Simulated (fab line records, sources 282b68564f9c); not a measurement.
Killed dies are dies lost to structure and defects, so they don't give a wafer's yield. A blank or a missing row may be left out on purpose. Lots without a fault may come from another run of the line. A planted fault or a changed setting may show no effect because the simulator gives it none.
A struck lot beside a sound one | flow rit_cmos | 10 steps out of a route of 202
Sound: wafers L636.2, L636.3, L636.4. Struck: wafers L641.1, L641.2, L641.3. The cause comes at the end.
At each step with rows: each side's tool, then ch and its chambers, then its first start. Under that, the readings that differ: sound wafers | struck wafers | difference of the means | sigmas: that difference in standard deviations of wafers without a fault.
alike: readings whose means differ by less than 2 such deviations, and words and numbers that are the same on both sides. not compared: withheld readings, readings that some wafer has no value for, bounds like >300 that may hide the same value, and numbers for which the record gives no deviation and whose values overlap.
The two part at a step that has a row with sigmas, a row that says differs or no value, or rows on one side only. Numbers that don't overlap but have no deviation are shown without sigmas and don't part them. A reading that every wafer of one side lacks parts them only if that side has two wafers or more.

RIT_ACTIVE_BOW_MEAS_00:
  sound on film_metro-04, day 3 02:01; struck on film_metro-01, day 4 03:00
  alike: INCOMING_BOW
then, 1 step without rows for these wafers: RIT_ACTIVE_OXIDATION_01 (target thk 46.8 nm, ox time 3480 s).
RIT_ACTIVE_THK_MEAS_02:
  sound on film_metro-01, day 3 04:47; struck on film_metro-02, day 4 05:04
  alike: ACTIVE_OXIDE_THK
then, 1 step without rows for these wafers: RIT_ACTIVE_CVD_03 (deposits Si3N4 from SiH2Cl2/NH3, target thk 150 nm, time 1500 s).
RIT_ACTIVE_THK_MEAS_04:
  sound on film_metro-01, day 3 06:16; struck on film_metro-01, day 4 07:10
  alike: ACTIVE_NITRIDE_THK
then, 2 steps without rows for these wafers: RIT_ACTIVE_HMDS_05 (prime time 60 s); RIT_ACTIVE_COAT_06 (resist thk 1000 nm).
RIT_ACTIVE_SOFTBAKE_07: time 60 s.
  sound on litho_track-04 ch 0, day 3 06:38; struck on litho_track-01 ch 0, day 4 07:31
  reading                  | sound             | struck            | difference | sigmas
  heater_power_total_W (W) | 34.51 34.57 34.58 | 35.31 35.30 35.35 | +0.77      | +16
  plate_temp_C (C)         | 90.00 90.12 89.88 | 91.35 91.47 91.39 | +1.40      | +12
then, 1 step without rows for these wafers: RIT_ACTIVE_EXPOSE_08 (exposes mask M1, target cd 1400 nm).
RIT_M1_PROBE_99:
  sound on prober-02, day 5 03:24; struck on prober-01, day 6 03:21
  alike: killed_at_contacts, killed_at_front_end, killed_dies, killed_open, killed_short

WHERE THEY PART
Only at RIT_ACTIVE_SOFTBAKE_07, within this record. Later steps at which nothing parts them and some readings are alike: RIT_M1_PROBE_99.

WHY: what the simulator had put in
Process parameter drift: litho_track-01, from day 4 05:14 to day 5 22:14, at RIT_ACTIVE_SOFTBAKE_07. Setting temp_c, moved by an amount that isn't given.
